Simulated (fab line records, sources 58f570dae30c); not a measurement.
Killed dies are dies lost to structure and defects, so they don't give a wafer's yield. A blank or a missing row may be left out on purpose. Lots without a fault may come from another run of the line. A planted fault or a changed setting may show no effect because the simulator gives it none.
A struck lot beside a sound one | flow berkeley_cmos170 | 14 steps out of a route of 331
Sound: wafers L408.2, L408.3, L408.4. Struck: wafers L417.1, L417.3, L417.5. The cause comes at the end.
At each step with rows: each side's tool, then ch and its chambers, then its first start. Under that, the readings that differ: sound wafers | struck wafers | difference of the means | sigmas: that difference in standard deviations of wafers without a fault.
alike: readings whose means differ by less than 2 such deviations, and words and numbers that are the same on both sides. not compared: withheld readings, readings that some wafer has no value for, bounds like >300 that may hide the same value, and numbers for which the record gives no deviation and whose values overlap.
The two part at a step that has a row with sigmas, a row that says differs or no value, or rows on one side only. Numbers that don't overlap but have no deviation are shown without sigmas and don't part them. A reading that every wafer of one side lacks parts them only if that side has two wafers or more.

first, 1 step without rows for these wafers: UCB170_M3_PRE_CLEAN_00 (preclean etch time 60 s).
UCB170_M3_SPUTTER_01: material Al, target thk 900 nm, time 120 s.
  sound on pvd_sputter-01, day 9 04:52; struck on pvd_sputter-01, day 11 13:03
  alike: throttle_valve_pct
UCB170_M3_RS_MEAS_02: measures by four-point-probe.
  sound on film_metro-03, day 9 04:58; struck on film_metro-01, day 11 13:08
  alike: M3_AL_RS
UCB170_M3_THK_MEAS_03: measures by xrf.
  sound on film_metro-03, day 9 05:05; struck on film_metro-01, day 11 13:16
  alike: M3_AL_THK
then, 3 steps without rows for these wafers: UCB170_M3_HMDS_04 (prime time 60 s); UCB170_M3_COAT_05 (resist thk 900 nm); UCB170_M3_SOFTBAKE_06 (time 60 s).
UCB170_M3_STRIP_07: strips in O2.
  sound on plasma_asher-02 ch 0,1, day 9 05:37; struck on plasma_asher-01 ch 0,1, day 11 14:26
  alike: drypump_motor_current_A, oes_product_au, strip_time_to_endpoint_s
  not compared: rf_hours_counter_h
then, 4 steps without rows for these wafers: UCB170_M3_STRIP_08 (strips KrF in DMSO, time 600 s); UCB170_M3_COAT_09; UCB170_M3_COAT_10 (resist thk 900 nm); UCB170_M3_SOFTBAKE_11 (time 60 s).
UCB170_M3_EXPOSE_12: exposes mask METAL3, target cd 700 nm.
  sound on krf_scanner-01 ch 0, day 9 06:50; struck on krf_scanner-01, day 11 16:17
  no value came back on the struck wafers for exposure_dose_mJ_cm2, focus_offset_nm (nm); on the sound wafers exposure_dose_mJ_cm2 reads 26.007 25.999 26.011
  alike: mask
then, 1 step without rows for these wafers: UCB170_M3_PEB_13.

WHERE THEY PART
Only at UCB170_M3_EXPOSE_12, within this record.

WHY: what the simulator had put in
Skipped step whole: krf_scanner-01, from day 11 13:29 on, at UCB170_M3_EXPOSE_12. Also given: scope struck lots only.
